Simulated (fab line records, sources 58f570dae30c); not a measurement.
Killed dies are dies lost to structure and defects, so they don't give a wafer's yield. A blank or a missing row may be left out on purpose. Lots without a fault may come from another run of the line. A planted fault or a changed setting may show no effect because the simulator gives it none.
A struck lot beside a sound one | flow berkeley_cmos170 | 15 steps out of a route of 331
Sound: wafers L887.3, L887.5, L887.6. Struck: wafers L895.2, L895.3, L895.6. The cause comes at the end.
At each step with rows: each side's tool, then ch and its chambers, then its first start. Under that, the readings that differ: sound wafers | struck wafers | difference of the means | sigmas: that difference in standard deviations of wafers without a fault.
alike: readings whose means differ by less than 2 such deviations, and words and numbers that are the same on both sides. not compared: withheld readings, readings that some wafer has no value for, bounds like >300 that may hide the same value, and numbers for which the record gives no deviation and whose values overlap.
The two part at a step that has a row with sigmas, a row that says differs or no value, or rows on one side only. Numbers that don't overlap but have no deviation are shown without sigmas and don't part them. A reading that every wafer of one side lacks parts them only if that side has two wafers or more.

UCB170_V2_CMP_02: polishes SiO2.
  sound on cmp-02 ch 1,2, day 9 13:32; struck on cmp-02 ch 0,3, day 11 23:32
  alike: motor_current_A
UCB170_V2_BOW_MEAS_03:
  sound on film_metro-04, day 9 13:50; struck on film_metro-04, day 11 23:48
  alike: V2_BOW
UCB170_V2_THK_MEAS_04:
  sound on film_metro-04, day 9 13:56; struck on film_metro-04, day 11 23:55
  alike: V2_POLISHED_THK
then, 7 steps without rows for these wafers: UCB170_V2_CLEAN_05 (cleans in DIW); UCB170_V2_HMDS_06 (prime time 60 s); UCB170_V2_COAT_07 (resist thk 900 nm); UCB170_V2_SOFTBAKE_08 (time 60 s); UCB170_V2_EXPOSE_09 (exposes mask VIA2, target cd 700 nm); UCB170_V2_PEB_10; UCB170_V2_DEVELOP_11 (develop time 45 s).
UCB170_V2_CD_MEAS_12: target cd 700 nm.
  sound on cd_sem-01, day 9 18:49; struck on cd_sem-02, day 12 01:01
  alike: cd_nm
UCB170_V2_OVL_MEAS_13:
  sound on overlay-02, day 9 18:54; struck on overlay-02, day 12 01:07
  reading     | sound | struck   | difference | sigmas
  V2_OVL (nm) | 3 3 3 | -5 -8 -8 | -10        | -2
UCB170_V2_ETCH_14: etches SiO2 in CHF3/CF4/Ar, stops on Al, target depth 1250 nm, time 291 s.
  sound on rie_diel-02 ch 0,3, day 9 18:56; struck on rie_diel-02 ch 0,1,3, day 12 01:09
  reading                             | sound             | struck            | difference | sigmas
  model.KrF_of_V2_COAT_07.thk_nm (nm) | 608.2 601.6 609.3 | 683.8 688 673     | +75.2      |
  model.V2.feature_depth_nm (nm)      | 1001 1002 998.6   | 939.2 926.5 985.1 | -50.3      |
  model.etch.depth_nm (nm)            | 1001 1002 998.3   | 939.2 926.5 985.1 | -50.2      |
  alike: drypump_motor_current_A, oes_product_au, throttle_valve_pct
  not compared: rf_hours_counter_h
UCB170_V2_STRIP_15: strips in O2.
  sound on plasma_asher-01 ch 0,1, day 9 19:08; struck on plasma_asher-02 ch 0,1, day 12 01:20
  reading                      | sound             | struck            | difference | sigmas
  strip_time_to_endpoint_s (s) | 15.27 15.11 15.29 | 17.00 17.10 16.75 | +1.73      | +13
  alike: drypump_motor_current_A, oes_product_au
  not compared: rf_hours_counter_h
UCB170_V2_CD_MEAS_90: target cd 700 nm.
  sound on cd_sem-01, day 9 19:25; struck on cd_sem-01, day 12 01:27
  reading    | sound             | struck            | difference | sigmas
  cd_nm (nm) | 700.2 700.8 699.7 | 695.2 696.9 695.7 | -4.3       | -3

WHERE THEY PART
First at UCB170_V2_OVL_MEAS_13; last, within this record, at UCB170_V2_CD_MEAS_90.

WHY: what the simulator had put in
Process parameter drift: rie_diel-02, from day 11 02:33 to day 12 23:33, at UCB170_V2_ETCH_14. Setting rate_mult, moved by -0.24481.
